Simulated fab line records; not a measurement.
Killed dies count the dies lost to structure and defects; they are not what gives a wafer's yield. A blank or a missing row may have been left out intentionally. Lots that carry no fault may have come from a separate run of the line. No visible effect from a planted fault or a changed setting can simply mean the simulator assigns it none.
A lot that was struck, set against a sound lot ; flow rit_cmos ; 18 steps out of a route of 202
Sound: the wafers L154.3, L154.4, L154.6. Struck: wafers L158.2, L158.5, L158.6. At the end, the cause is stated.
For every step that has rows: the tool of each side, followed by ch and its chambers, followed by its first start. Under that, the readings that differ: sound wafers ; struck wafers ; difference of the means ; sigmas: that difference in standard deviations of wafers without a fault.
alike: readings with means less than 2 such deviations apart, plus words and numbers identical on both sides. not compared: withheld readings, readings lacking a value on some wafer, bounds such as >300 that could conceal the same value, and numbers that have no deviation in the record and whose values overlap.
Wherever a step has rows on one side only, a row that says differs or no value, or a row with sigmas, the two part there. When numbers do not overlap yet have no deviation, they are printed without sigmas and do not part them. A reading that every wafer of one side lacks parts them only if that side has two wafers or more.

first, 4 steps without rows for these wafers: RIT_PSD_SOFTBAKE_02 (time 60 s); RIT_PSD_EXPOSE_03 (exposes mask M10, target cd 40900 nm); RIT_PSD_PEB_04; RIT_PSD_DEVELOP_05 (develop time 50 s).
RIT_PSD_OVL_MEAS_06:
  sound: overlay-02 at day 3 11:52; struck: overlay-01 at day 4 06:48
  alike: PSD_OVL
then, 2 steps without rows for these wafers: RIT_PSD_HARDBAKE_07 (time 60 s); RIT_PSD_IMPLANT_08.
RIT_PSD_STRIP_09: strips in O2, time 180 s.
  sound on plasma_asher-03 ch 0,1, day 3 12:14; struck on plasma_asher-03 ch 0,1, day 4 07:08
  alike: drypump_motor_current_A, o2_flow_sccm
  not compared: rf_hours_counter_h
RIT_PSD_TW_MEAS_10:
  sound: film_metro-02 at day 3 12:23; struck: film_metro-02 at day 4 07:19
  alike: PSD_TW
then, 3 steps without rows for these wafers: RIT_SDANNEAL_CLEAN_00 (cleans in SC1, time 600 s); RIT_SDANNEAL_CLEAN_01 (cleans in dHF, time 30 s); RIT_SDANNEAL_CLEAN_02 (cleans in SC2, time 600 s).
RIT_SDANNEAL_RTA_03: time 5 s.
  sound on rtp_anneal-02 ch 0, day 3 12:49; struck on rtp_anneal-02 ch 0, day 4 07:44
reading;sound;struck;difference;sigmas
wafer_temp_C_max;1054.2 1056.5 1052.9;1085.8 1088.0 1086.6;+32.3;+29
RIT_SDANNEAL_RS_MEAS_04: a four-point-probe measurement.
  sound: film_metro-03 at day 3 12:53; struck: film_metro-03 at day 4 07:49
reading;sound;struck;difference;sigmas
PSD_RS (ohm/sq);116.0 115.5 115.7;94.1 94.1 94.1;-21.6;-72
RIT_SDANNEAL_RS_MEAS_05: a four-point-probe measurement.
  sound: film_metro-03 at day 3 13:00; struck: film_metro-03 at day 4 07:56
  alike: NSD_RS
RIT_SDANNEAL_RS_MEAS_06: a four-point-probe measurement.
  sound: film_metro-03 at day 3 13:07; struck: film_metro-03 at day 4 08:03
reading;sound;struck;difference;sigmas
PLDD_RS (ohm/sq);179.0 179.5 179.1;160.0 160.1 159.8;-19.2;-40
RIT_SDANNEAL_RS_MEAS_07: a four-point-probe measurement.
  sound: film_metro-03 at day 3 13:14; struck: film_metro-03 at day 4 08:10
  alike: NLDD_RS
RIT_M1_PROBE_99:
  sound: prober-02 at day 3 21:28; struck: prober-02 at day 4 15:34
reading;sound;struck;difference;sigmas
killed_at_M0_to_M3;1 0 0;0 0 0;+0;-3
  alike: killed_at_front_end, killed_dies, killed_open, killed_short

== WHERE THEY PART ==
Last at RIT_M1_PROBE_99 as far as this record goes, first at RIT_SDANNEAL_RTA_03.

WHY: what the simulator had put in
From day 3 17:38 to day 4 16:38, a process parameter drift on rtp_anneal-02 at RIT_SDANNEAL_RTA_03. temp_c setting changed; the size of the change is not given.
